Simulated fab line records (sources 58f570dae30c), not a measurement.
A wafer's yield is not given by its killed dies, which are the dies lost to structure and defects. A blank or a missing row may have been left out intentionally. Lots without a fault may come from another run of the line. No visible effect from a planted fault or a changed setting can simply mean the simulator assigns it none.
What tool caused it? | flow berkeley-cmos170 | Sampling: 7 lots, 21 wafers, 4 of 331 route steps

## WHAT THE GAUGES SHOWED, per wafer
UCB170_M1_CD_MEAS_90: the cd target is 700 nm.
lot  | measured     | on        | cd-nm (nm)
L592 | day 8 00:43  | cd-sem-01 | 700.5 698.3 696.1
L594 | day 8 06:46  | cd-sem-02 | 699.7 701.4 699.8
L596 | day 8 14:53  | cd-sem-02 | 702.5 701.0 701.9
L595 | day 8 13:30  | cd-sem-02 | 698.9 701.6 700.5
L601 | day 9 20:10  | cd-sem-02 | 698.5 699.8 700.0
L603 | day 10 13:18 | cd-sem-01 | - - -
L612 | day 12 06:52 | cd-sem-01 | 705.1 702.1 702.7

## TOOL THAT RAN EACH LOT (tool first, then ch and the chambers of the sampled wafers, then the start)
lot  | UCB170_NLDD_STRIP_10                 | UCB170_M1_METAL_ETCH_12           | UCB170_M1_STRIP_13
L592 | plasma-asher-03 ch 0,1, day 7 02:26  | rie-metal-02 ch 0,1, day 8 00:29  | plasma-asher-03 ch 0,1, day 8 00:36
L594 | plasma-asher-01 ch 0,1, day 7 09:47  | rie-metal-03 ch 0,1, day 8 06:32  | plasma-asher-03 ch 0,1, day 8 06:40
L596 | plasma-asher-03 ch 0,1, day 7 17:17  | rie-metal-03 ch 1, day 8 14:34    | plasma-asher-02 ch 0,1, day 8 14:43
L595 | plasma-asher-03 ch 0,1, day 7 17:38  | rie-metal-04 ch 0,1, day 8 13:16  | plasma-asher-04 ch 0,1, day 8 13:24
L601 | plasma-asher-02 ch 0,1, day 8 20:59  | rie-metal-04 ch 0,1, day 9 19:56  | plasma-asher-03 ch 0,1, day 9 20:04
L603 | plasma-asher-02 ch 0,1, day 9 17:42  | rie-metal-04 ch 0,1, day 10 13:02 | plasma-asher-02 ch 0,1, day 10 13:10
L612 | plasma-asher-01 ch 0,1, day 11 09:49 | rie-metal-02 ch 0,1, day 12 06:38 | plasma-asher-04 ch 0,1, day 12 06:46
- UCB170_NLDD_STRIP_10: strips in O2.
- UCB170_M1_METAL_ETCH_12: etches Al in Cl2/BCl3, stops on PSG, target depth 780 nm, time 130 s.
- UCB170_M1_STRIP_13: strips in O2.

## THE ANSWER, worked out from the rows above alone
Rule: the usual values come from the lots themselves. Put in order of their means at a reading, lots are off if they are a third of the lots or fewer, leave a main group of 4 or more, and stand apart from it by a gap of 3 or more times the standard deviation of the main group's means; of several such gaps the widest counts. The tables above print the reading to a certain number of digits; a main group whose means all agree to those digits is not used. A lot without any number at a reading at which 4 lots or more have one is off too. All remaining lots with rows at the step are treated as sound.
Off at UCB170_M1_CD_MEAS_90 (cd-nm): L603. Without a number there: L603. The main group has a mean of 700.6 nm with a standard deviation of 1.6.
A tool fits if, at a process step before that reading, it ran every lot that is off, and no sound lot after the first of them. Gauges at UCB170_M1_CD_MEAS_90: tried the same way as those tools. Undecided on this evidence; 2 tools fit (plasma-asher-02 at UCB170_NLDD_STRIP_10 and UCB170_M1_STRIP_13, rie-metal-04 at UCB170_M1_METAL_ETCH_12).

## WHAT WAS PUT IN BY THE SIMULATOR
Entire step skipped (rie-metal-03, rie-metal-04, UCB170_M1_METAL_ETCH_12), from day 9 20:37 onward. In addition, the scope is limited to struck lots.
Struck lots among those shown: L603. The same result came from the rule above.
